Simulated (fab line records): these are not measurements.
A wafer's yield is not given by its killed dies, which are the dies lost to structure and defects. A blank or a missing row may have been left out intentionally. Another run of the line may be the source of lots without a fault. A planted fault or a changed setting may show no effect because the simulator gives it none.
fab line records    flow berkeley-cmos170
record: lots: 5  wafers: 27
route steps=331 shown START@3 M1@250 M3@323
start-h: hours from the record's opening day to when the first of the lot's shown wafers began    wait-h: hours elapsed since this lot's preceding step    " the same as in the row above    L1.1+2: a single row standing in for several wafers    - no value, or no start was given    * or withheld: withheld    < > ~ a bound
route shown NAME@n: NAME is a module with steps in the file, n the number in the route of the first one    usual: mean and standard deviation over wafers with no fault    same: alike in all rows    chamber/n: place in a boat    sites: the reading at each site    _std_site: how widely they spread, as a standard deviation    _edge_site: outer sites' mean less inner sites'    radius-mm: how far each site lies from the wafer's centre    mask NAME#n: copy n    behind: the most recent tool/chamber to have shaped the wafer    hold: cause of the lot's hold/its duration in hours/its outcome    device: the n, p or np transistor that did not switch    end of line: the same wafers' tests at the end of the route    a step given without rows: its recipe and nothing more    killed: dies that structure and defects cost at the first sort, which is not the same as the wafer's yield    map: dies across one wafer; x = killed, . = not, _ = none there
set.NAME: the setting as run; set.NAME@STEP: as run at that earlier step    model.NAME: the simulator's own value behind a step, which no gauge read
lots run with intentionally changed settings; tables by step, rows by wafer
== steps ==
step: UCB170_START_OXIDATION_02
recipe: temp-c: 950  ambient: O2  target-thk-a: 200  ox-time-s: 1800
lot.wafer  tool        chamber  start-h  wait-h  set.ox-time-s  model.SiO2_of_START_OXIDATION_02.thk-nm
L076.1     -           -        -        2.3     1141           15.15
L076.2     "           -        "        "       1141           14.92
L076.3     "           -        "        "       1141           14.67
L076.4     "           -        "        "       1141           14.87
L076.5     "           -        "        "       1141           14.88
L076.6     "           -        "        "       1141           15.05
L078.1     -           -        -        0.9     2349           23.91
L078.2     "           -        "        "       2349           23.93
L078.3     "           -        "        "       2349           24.04
L078.4     "           -        "        "       2349           24.08
L078.5     "           -        "        "       2349           23.63
L078.6     "           -        "        "       2349           24.09
L080.1     -           -        -        6.5     1051           14.27
L080.2     "           -        "        "       1051           14.46
L080.3     "           -        "        "       1051           14.57
L080.4     "           -        "        "       1051           14.32
L080.5     "           -        "        "       1051           14.43
L080.6     "           -        "        "       1051           14.47
L082.1     -           -        -        15.4    1488           17.85
L082.2     "           -        "        "       1488           17.67
L082.3+5   "           -        "        "       1488           17.91
L082.4     "           -        "        "       1488           17.61
L082.6     "           -        "        "       1488           17.79
L085.2     furnace-04  0        65.56    0.4     1800           19.91
L085.3     "           0        "        "       1800           20.1
L085.5     "           0        "        "       1800           20.46
step: UCB170_START_THK_MEAS_03
recipe: reads: SiO2_of_START_OXIDATION_02
usual: START_OXIDE_THK: 20.19/0.26
lot.wafer  tool           chamber  start-h  wait-h  set.ox-time-s@START_OXIDATION_02  START_OXIDE_THK[nm]
L076.1     film-metro-02  -        -        -       1141                              15.21
L076.2     "              -        "        "       1141                              14.96
L076.3     "              -        "        "       1141                              14.68
L076.4     "              -        "        "       1141                              14.81
L076.5     "              -        "        "       1141                              14.86
L076.6     "              -        "        "       1141                              15.05
L078.1     film-metro-02  -        -        -       2349                              23.92
L078.2     "              -        "        "       2349                              23.90
L078.3     "              -        "        "       2349                              24.04
L078.4     "              -        "        "       2349                              24.08
L078.5     "              -        "        "       2349                              23.63
L078.6     "              -        "        "       2349                              24.07
L080.1     film-metro-01  -        -        -       1051                              14.26
L080.2     "              -        "        "       1051                              14.48
L080.3     "              -        "        "       1051                              14.55
L080.4     "              -        "        "       1051                              14.35
L080.5     "              -        "        "       1051                              14.42
L080.6     "              -        "        "       1051                              14.43
L082.1     film-metro-04  -        -        -       1488                              17.82
L082.2     "              -        "        "       1488                              17.65
L082.3     "              -        "        "       1488                              17.91
L082.4     "              -        "        "       1488                              17.57
L082.5     "              -        "        "       1488                              17.90
L082.6     "              -        "        "       1488                              17.84
L085.2     film-metro-02  -        67.08    0.0     1800                              19.94
L085.3     "              -        "        "       1800                              20.09
L085.5     "              -        "        "       1800                              20.44
step: UCB170_M1_METAL_ETCH_12
recipe: chemistry: Cl2/BCl3  target: Al  stop-on: PSG  pressure-mtorr: 12  target-depth-a: 7800  over-etch-frac: 0.3  time-s: 130  icp-w: 600  bias-w: 120  Cl2_flow_sccm: 90  bcl3-flow-sccm: 45
lot.wafer  tool          chamber  start-h  wait-h  set.time-s  model.KrF_of_M1_COAT_04.thk-nm  model.M1.feature-depth-nm
L076.1     rie-metal-04  1        218.85   -       130         442.1                           640.8
L076.2     "             0        "        "       130         453.9                           633.7
L076.3     "             0        "        "       159.5       350                             654
L076.4     "             1        "        "       130         441.4                           630.6
L076.5     "             0        "        "       159.5       352.1                           650.7
L076.6     "             1        "        "       159.5       336.7                           644.4
L078.1     rie-metal-01  0        231.18   -       130         423.7                           641.4
L078.2     "             1        "        "       130         412.1                           640.7
L078.3     "             1        "        "       154.7       322.3                           657.1
L078.4     "             0        "        "       154.7       339.5                           644.4
L078.5     "             1        "        "       154.7       321.3                           652
L078.6     "             0        "        "       130         427.3                           638.2
L085.2     rie-metal-02  0        256.77   -       130         413.6                           646.1
L085.3     "             0        "        "       130         414.8                           639.2
L085.5     "             1        "        "       130         434.6                           650.5
L082.1     rie-metal-01  0        257.17   -       130         433.6                           630.3
L082.2     "             1        "        "       130         423.4                           647
L082.3     "             1        "        "       130         420.4                           642.2
L082.4     "             0        "        "       130         432.9                           639.1
L082.5     "             0        "        "       130         434.1                           644.2
L082.6     "             1        "        "       130         423.8                           640.7
L080.1     rie-metal-04  0        257.41   -       130         454.4                           637
L080.2     "             1        "        "       188.1       250.7                           664
L080.3     "             1        "        "       188.1       250.3                           665.4
L080.4     "             0        "        "       130         457.1                           639.9
L080.5     "             0        "        "       130         456.5                           648.4
L080.6     "             1        "        "       188.1       252.2                           665.7
step: UCB170_M1_STRIP_13
recipe: chemistry: O2  power-w: 400  pressure-mtorr: 3500  platen-temp-c: withheld  o2-flow-sccm: 400  overash-fraction: 0.5
usual: oes-product-au: 0.720/0.0047
lot.wafer  tool             chamber  start-h  wait-h  set.time-s@M1_METAL_ETCH_12  oes-product-au
L076.1     plasma-asher-03  0        218.98   0.1     130                          0.714
L076.2     "                1        "        "       130                          0.731
L076.3     "                1        "        "       159.5                        0.686
L076.4     "                0        "        "       130                          0.721
L076.5     "                0        "        "       159.5                        0.681
L076.6     "                1        "        "       159.5                        0.668
L078.1     plasma-asher-02  1        231.31   0.1     130                          0.725
L078.2     "                0        "        "       130                          0.719
L078.3     "                0        "        "       154.7                        0.658
L078.4     "                1        "        "       154.7                        0.669
L078.5     "                1        "        "       154.7                        0.661
L078.6     "                0        "        "       130                          0.723
L085.2     plasma-asher-03  0        256.90   0.1     130                          0.716
L085.3     "                0        "        "       130                          0.726
L085.5     "                0        "        "       130                          0.728
L082.1     plasma-asher-02  1        257.30   0.1     130                          0.728
L082.2     "                0        "        "       130                          0.725
L082.3     "                1        "        "       130                          0.718
L082.4     "                0        "        "       130                          0.716
L082.5     "                0        "        "       130                          0.718
L082.6     "                1        "        "       130                          0.717
L080.1     plasma-asher-02  1        257.54   0.1     130                          0.721
L080.2     "                0        "        "       188.1                        0.582
L080.3     "                1        "        "       188.1                        0.587
L080.4     "                0        "        "       130                          0.721
L080.5     "                1        "        "       130                          0.722
L080.6     "                0        "        "       188.1                        0.585
step: UCB170_M1_CD_MEAS_90
recipe: target-cd-nm: 700
usual: cd-nm: 699/3.1
lot.wafer  tool       chamber  start-h  wait-h  set.time-s@M1_METAL_ETCH_12  cd-nm
L076.1     cd-sem-01  -        219.08   0.1     130                          701
L076.2     "          -        "        "       130                          697
L076.3     "          -        "        "       159.5                        690
L076.4     "          -        "        "       130                          703
L076.5     "          -        "        "       159.5                        692
L076.6     "          -        "        "       159.5                        696
L078.1     cd-sem-02  -        231.43   0.1     130                          696
L078.2     "          -        "        "       130                          696
L078.3     "          -        "        "       154.7                        689
L078.4     "          -        "        "       154.7                        691
L078.5     "          -        "        "       154.7                        689
L078.6     "          -        "        "       130                          696
L085.2     cd-sem-01  -        257.02   0.1     130                          699
L085.3     "          -        "        "       130                          701
L085.5     "          -        "        "       130                          700
L082.1     cd-sem-01  -        257.40   0.1     130                          700
L082.2     "          -        "        "       130                          697
L082.3     "          -        "        "       130                          699
L082.4     "          -        "        "       130                          698
L082.5     "          -        "        "       130                          698
L082.6     "          -        "        "       130                          700
L080.1     cd-sem-01  -        257.64   0.1     130                          701
L080.2     "          -        "        "       188.1                        692
L080.3     "          -        "        "       188.1                        691
L080.4     "          -        "        "       130                          702
L080.5     "          -        "        "       130                          702
L080.6     "          -        "        "       188.1                        690
step: UCB170_M3_DEVELOP_14
recipe: developer: TMAH  develop-time-s: 45  resist: KrF  dev-temp-c: 21
lot.wafer         tool            chamber  start-h  wait-h  set.develop-time-s
L076.1+4+6        litho-track-01  0        -        -       23.51
L076.2+3+5        "               0        "        "       45
L078.1+3+4        litho-track-03  0        -        -       56.15
L078.2+5+6        "               0        "        "       45
L085.2+3+5        litho-track-04  0        -        -       45
L082.1+2+3+4+5+6  litho-track-04  0        -        -       45
L080.1+2+3+4+5+6  litho-track-03  0        -        -       45
step: UCB170_M3_CD_MEAS_15
recipe: target-cd-nm: 700
usual: cd-nm: 699.8/1.3
lot.wafer  tool       chamber  start-h  wait-h  set.develop-time-s@M3_DEVELOP_14  cd-nm
L076.1     cd-sem-01  -        233.48   -       23.51                             705.7
L076.2     "          -        "        "       45                                699.3
L076.3     "          -        "        "       45                                699.8
L076.4     "          -        "        "       23.51                             705.3
L076.5     "          -        "        "       45                                699.9
L076.6     "          -        "        "       23.51                             704.8
L078.1     cd-sem-02  -        245.42   -       56.15                             699.4
L078.2     "          -        "        "       45                                699.2
L078.3     "          -        "        "       56.15                             696.7
L078.4     "          -        "        "       56.15                             697.9
L078.5     "          -        "        "       45                                700.3
L078.6     "          -        "        "       45                                699.6
L085.2     cd-sem-01  -        282.94   -       45                                700.4
L085.3     "          -        "        "       45                                697.9
L085.5     "          -        "        "       45                                700.9
L082.1     cd-sem-01  -        283.19   -       45                                701.3
L082.2     "          -        "        "       45                                701.5
L082.3     "          -        "        "       45                                701.6
L082.4     "          -        "        "       45                                701.8
L082.5     "          -        "        "       45                                701.1
L082.6     "          -        "        "       45                                700.5
L080.1     cd-sem-01  -        283.65   -       45                                698.3
L080.2     "          -        "        "       45                                697.1
L080.3     "          -        "        "       45                                699.0
L080.4     "          -        "        "       45                                698.6
L080.5     "          -        "        "       45                                699.2
L080.6     "          -        "        "       45                                700.0
== key ==
split: step: UCB170_START_OXIDATION_02  setting: ox-time-s  stated: 1800  by: lot
response: step: UCB170_START_OXIDATION_02  reading: model.SiO2_of_START_OXIDATION_02.thk-nm  change: +0.133  per: 1%  r: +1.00
response: step: UCB170_START_THK_MEAS_03  reading: START_OXIDE_THK  change: +0.133  per: 1%  r: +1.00
split: step: UCB170_M1_METAL_ETCH_12  setting: time-s  stated: 130  by: wafer
response: step: UCB170_M1_METAL_ETCH_12  reading: model.KrF_of_M1_COAT_04.thk-nm  change: -4.59  per: 1%  r: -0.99
response: step: UCB170_M1_METAL_ETCH_12  reading: model.M1.feature-depth-nm  change: +0.551  per: 1%  r: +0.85
response: step: UCB170_M1_STRIP_13  reading: oes-product-au  change: -0.00286  per: 1%  r: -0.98
response: step: UCB170_M1_CD_MEAS_90  reading: cd-nm  change: -0.268  per: 1%  r: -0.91
split: step: UCB170_M3_DEVELOP_14  setting: develop-time-s  stated: 45  by: wafer
response: step: UCB170_M3_CD_MEAS_15  reading: cd-nm  change: -0.107  per: 1%  r: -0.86
